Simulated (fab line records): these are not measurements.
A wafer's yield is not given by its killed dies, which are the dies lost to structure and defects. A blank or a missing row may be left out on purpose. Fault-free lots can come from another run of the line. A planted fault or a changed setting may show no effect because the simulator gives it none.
Which tool is to blame? ; flow berkeleyCmos170 ; 15 lots, 45 wafers sampled, at 1 step of a route of 331

== WHAT EACH GAUGE READ, for each wafer ==
The record lacks any reading of a measuring or inspecting step that a usual standard deviation could be used to judge.

== WHICH TOOL RAN EACH LOT (tool, then ch and the chambers of the sampled wafers, then the start) ==
lot;UCB170_PFIELD_IMPLANT_07
L597;implanter-02 ch 0, day 4 08:35
L596;implanter-03 ch 0, day 4 08:52
L598;implanter-03 ch 0, day 4 20:56
L599;implanter-03 ch 0, day 5 02:22
L600;implanter-04 ch 0, day 5 13:27
L602;implanter-03 ch 0, day 5 22:07
L604;implanter-02 ch 0, day 6 07:20
L606;implanter-02 ch 0, day 6 12:28
L610;implanter-02 ch 0, day 7 04:46
L608;implanter-03 ch 0, day 7 05:25
L614;implanter-02 ch 0, day 7 20:13
L612;implanter-02 ch 0, day 7 20:25
L618;implanter-04 ch 0, day 8 15:59
L617;implanter-03 ch 0, day 8 16:09
L619;implanter-04 ch 0, day 9 00:32
- UCB170_PFIELD_IMPLANT_07

== WHAT THE TOOLS THEMSELVES READ (means of the sampled wafers that have a number; where no wafer has one, the mark that the record gives instead) ==
UCB170_PFIELD_IMPLANT_07.
lot;tool;tiltDeg (degrees)
L597;implanter-02;7.014
L596;implanter-03;6.963
L598;implanter-03;7.023
L599;implanter-03;7.013
L600;implanter-04;6.977
L602;implanter-03;7.016
L604;implanter-02;7.022
L606;implanter-02;6.994
L610;implanter-02;4.050
L608;implanter-03;6.994
L614;implanter-02;4.080
L612;implanter-02;4.060
L618;implanter-04;6.976
L617;implanter-03;7.006
L619;implanter-04;6.997

== THE ANSWER, worked out from the rows above alone ==
Rule: the lots themselves supply what counts as usual. Put in order of their means at a reading, lots are off if they are a third of the lots or fewer, leave a main group of 4 or more, and stand apart from it by a gap of 3 or more times the standard deviation of the main group's means; of several such gaps the widest counts. Not used: any main group whose means are identical at the precision the tables above print for the reading. Also off: a lot with no number at a reading for which 4 or more lots have one. Where the step has rows for the other lots, those lots are counted as sound. The gauges are gone through in route order, then the tools' own readings, and for those a lot's mean is taken as printed above. The first step at which some lot is off is used, and at that step the reading that is off furthest; a lot without a number counts as furthest.
Off: L610, L614, L612, at UCB170_PFIELD_IMPLANT_07 (tiltDeg). The main group: mean 7.000 degrees, standard deviation 0.019.
If a tool, at that step or one of the process steps before it, ran each lot that is off and ran no sound lot following the first of them, it fits. One candidate fits, namely implanter-02 at UCB170_PFIELD_IMPLANT_07. Its last sound lot is L606 (day 6 12:28), its first lot that is off L610 (day 7 04:46): a fault that began between those two fits.
The tool's own readings at UCB170_PFIELD_IMPLANT_07 bear it out: on the lots that are off they differ by more than 5 times the standard deviation of the sound lots' means. tiltDeg reads 4.063 degrees there against 7.000 degrees on the sound lots.

== WHAT WAS PUT IN BY THE SIMULATOR ==
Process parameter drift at UCB170_PFIELD_IMPLANT_07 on implanter-02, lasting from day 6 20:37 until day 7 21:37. The setting tiltDeg was moved by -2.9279, starting from 7. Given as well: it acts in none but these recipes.
Lots struck among those shown: L610, L614, L612. The rule above found the same.
